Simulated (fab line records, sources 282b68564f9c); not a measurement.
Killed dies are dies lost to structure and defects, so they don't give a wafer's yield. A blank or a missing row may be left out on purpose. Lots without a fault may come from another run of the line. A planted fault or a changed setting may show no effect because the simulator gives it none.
Split-lot experiment | flow rit_cmos | 5 lots, 23 wafers read, on a route of 202 steps

THE SPLIT
At RIT_ACTIVE_DEVELOP_10 (develop time 50 s), the setting develop_time_s was moved away from the recipe's 50 s on 7 of the 23 wafers read, by -10.9% to +8.2%. The other wafers ran this setting at the recipe's value.

FROM THE SPLIT TO THE READING: what the file shows between them, 3 steps
- RIT_ACTIVE_CD_MEAS_11: target cd 1400 nm
- RIT_ACTIVE_ETCH_13: etches Si3N4 in SF6, stops on SiO2, time 210 s, target depth 210 nm (also split here: time_s)
- RIT_ACTIVE_STRIP_14: strips in O2, time 180 s

THE READING
cd_nm, in nm, at RIT_ACTIVE_CD_MEAS_90 (target cd 1400 nm). Fault-free wafers of this fab line usually give 1399.5 nm, standard deviation 2 nm.

wafer  | tool, chamber at the split | develop_time_s as run, s | against the recipe | cd_nm, nm | against lot-mates on the recipe
L074.2 | litho_track-02, 0          | 53.65                    | +7.3%              | 1393.1    | -6.5
L074.3 | litho_track-02, 0          | 53.65                    | +7.3%              | 1394.2    | -5.4
L074.4 | litho_track-02, 0          | 50                       | recipe             | 1401.0    | -
L074.5 | litho_track-02, 0          | 50                       | recipe             | 1399.3    | -
L074.6 | litho_track-02, 0          | 50                       | recipe             | 1398.6    | -
L078.1 | litho_track-03, 0          | 50                       | recipe             | 1398.8    | -
L078.2 | litho_track-03, 0          | 50                       | recipe             | 1399.3    | -
L078.3 | litho_track-03, 0          | 44.54                    | -10.9%             | 1409.4    | +9.9
L078.4 | litho_track-03, 0          | 44.54                    | -10.9%             | 1409.9    | +10.4
L078.6 | litho_track-03, 0          | 50                       | recipe             | 1400.5    | -
L082.1 | litho_track-02, 0          | 50                       | recipe             | 1396.6    | -
L082.4 | litho_track-02, 0          | 50                       | recipe             | 1398.9    | -
L082.5 | litho_track-02, 0          | 50                       | recipe             | 1395.8    | -
L083.1 | litho_track-03, 0          | 54.09                    | +8.2%              | 1393.9    | -8.0
L083.2 | litho_track-03, 0          | 50                       | recipe             | 1402.7    | -
L083.3 | litho_track-03, 0          | 50                       | recipe             | 1401.2    | -
L083.4 | litho_track-03, 0          | 54.09                    | +8.2%              | 1394.0    | -8.0
L083.5 | litho_track-03, 0          | 54.09                    | +8.2%              | 1393.8    | -8.2
L085.1 | litho_track-01, 0          | 50                       | recipe             | 1398.5    | -
L085.2 | litho_track-01, 0          | 50                       | recipe             | 1398.3    | -
L085.3 | litho_track-01, 0          | 50                       | recipe             | 1395.9    | -
L085.4 | litho_track-01, 0          | 50                       | recipe             | 1397.8    | -
L085.6 | litho_track-01, 0          | 50                       | recipe             | 1395.5    | -

THE FIT
A straight line over all 23 wafers: cd_nm changes by -0.804 nm for each +1% of develop_time_s; r = -0.90; the points scatter about the line by 1.9 nm.
The same after taking each lot's own level away (the mean of its wafers on the recipe; 23 wafers): -0.927 nm for each +1%; r = -0.98; scatter 1 nm.
On that fit, the largest move of develop_time_s shifts the reading by 10 nm.
The lots' own levels span 1397.10 to 1401.95 nm, that is 2.4 times the standard deviation above.
So the lot-to-lot level changes the slope: the two fits differ.
Check: with one of the wafers moved furthest among these (-10.9%) left out of the fit, the line predicts +10.2 nm for it against its lot-mates. It came out at +9.87 nm against them.

OTHER SPLITS ON THESE WAFERS
These wafers also went through other splits before the reading. Each is held against what the fit with the lots' levels taken away leaves over:
other split on the same wafers      | wafers away from the commonest value | r with cd_nm (lot level and that fit taken away)
RIT_ACTIVE_CVD_03 sih2cl2_flow_sccm | 18                                   | -0.18
RIT_ACTIVE_ETCH_13 time_s           | 7                                    | +0.23

THE WHOLE CHAIN: every reading that the file lists as answering this split, in the file's order
step                  | what it does      | reading | change (the file's fit)               | r (the file's)
RIT_ACTIVE_CD_MEAS_11 | target cd 1400 nm | cd_nm   | -0.919 nm for each +1% of the setting | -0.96
RIT_ACTIVE_CD_MEAS_90 | target cd 1400 nm | cd_nm   | -0.918 nm for each +1% of the setting | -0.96

THE FILE'S OWN FIT
cd_nm changes by -0.918 nm for each +1% of develop_time_s, r = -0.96.
